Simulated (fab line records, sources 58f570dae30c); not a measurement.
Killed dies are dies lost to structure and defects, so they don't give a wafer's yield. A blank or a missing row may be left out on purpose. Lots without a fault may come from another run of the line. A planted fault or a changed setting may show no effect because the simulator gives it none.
One fault seen from 2 desks | flow berkeley_cmos170 | each desk has only its own numbers; what lay behind them comes last

THE METROLOGY DESK
What the gauges read, lot by lot, whatever tool the lot ran on: means of the sampled wafers that have a number. A lot is out of limits, marked OUT, if its mean lies more than 4 standard deviations from the usual mean; the brackets give that distance.
Columns: A = cd_nm at UCB170_M2_CD_MEAS_90, usual 700.4 nm
lot  | first seen here | A
L662 | day 8 07:21     | 697.7
L663 | day 8 20:39     | 699.6
L664 | day 8 22:58     | 699.2
L666 | day 9 10:16     | 704.4
L668 | day 10 02:20    | 697.5
L670 | day 10 03:14    | 694.4
L676 | day 11 08:31    | 699.4
L677 | day 11 23:23    | 699.0
L679 | day 12 10:15    | 699.4
L680 | day 12 11:18    | 699.2
L683 | day 13 05:04    | 705.1
L681 | day 13 05:34    | 699.0
L685 | day 13 20:13    | 700.4
This desk's finding: nothing out of limits on any of the 13 lots.

THE TOOL OWNER'S DESK: rie_metal-01
The tool's own readings at UCB170_M2_METAL_ETCH_18 (etches Al in Cl2/BCl3, stops on SiO2, target depth 1170 nm, time 195 s): means of the sampled wafers that have a number, for each lot that ran on this tool. A lot is out of limits, marked OUT, if its mean lies more than 4 standard deviations from the usual mean; the brackets give that distance.
Columns: A = bias_w at UCB170_M2_METAL_ETCH_18, usual 120.1 W; B = drypump_motor_current_A at UCB170_M2_METAL_ETCH_18, usual 5.77 A; C = he_backside_leak_sccm at UCB170_M2_METAL_ETCH_18, usual 3.29 sccm; D = oes_product_au at UCB170_M2_METAL_ETCH_18, usual 0.858 a.u.; E = rf_fwd_power_W at UCB170_M2_METAL_ETCH_18, usual 597.8 W; F = throttle_valve_pct at UCB170_M2_METAL_ETCH_18, usual 24.53 %
lot  | first seen here | A     | B    | C    | D     | E               | F
L666 | day 9 09:58     | 119.5 | 5.73 | 3.47 | 0.855 | 596.9           | 24.32
L670 | day 10 02:56    | 120.0 | 5.53 | 3.31 | 0.868 | 679.8 (+43) OUT | 24.35
This desk's finding: out of limits on L670; first on L670, day 10 02:56 (rf_fwd_power_W at UCB170_M2_METAL_ETCH_18). In limits: L666.

PUT TOGETHER
The tool owner's desk could have raised an alarm at day 10 02:56, on L670.
The metrology desk saw nothing out of limits.
The metrology desk has L670 on record, within its limits.
Of the lots named, all ran UCB170_M2_METAL_ETCH_18 on rie_metal-01.

WHAT THE SIMULATOR HAD PUT IN
Process parameter drift: rie_metal-01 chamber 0, from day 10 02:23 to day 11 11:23, at UCB170_M2_METAL_ETCH_18. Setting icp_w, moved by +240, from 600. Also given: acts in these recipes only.
Lots struck among those shown: L670.
Hours from the fault's start to each desk's first reading out of limits: the tool owner's desk, 1.
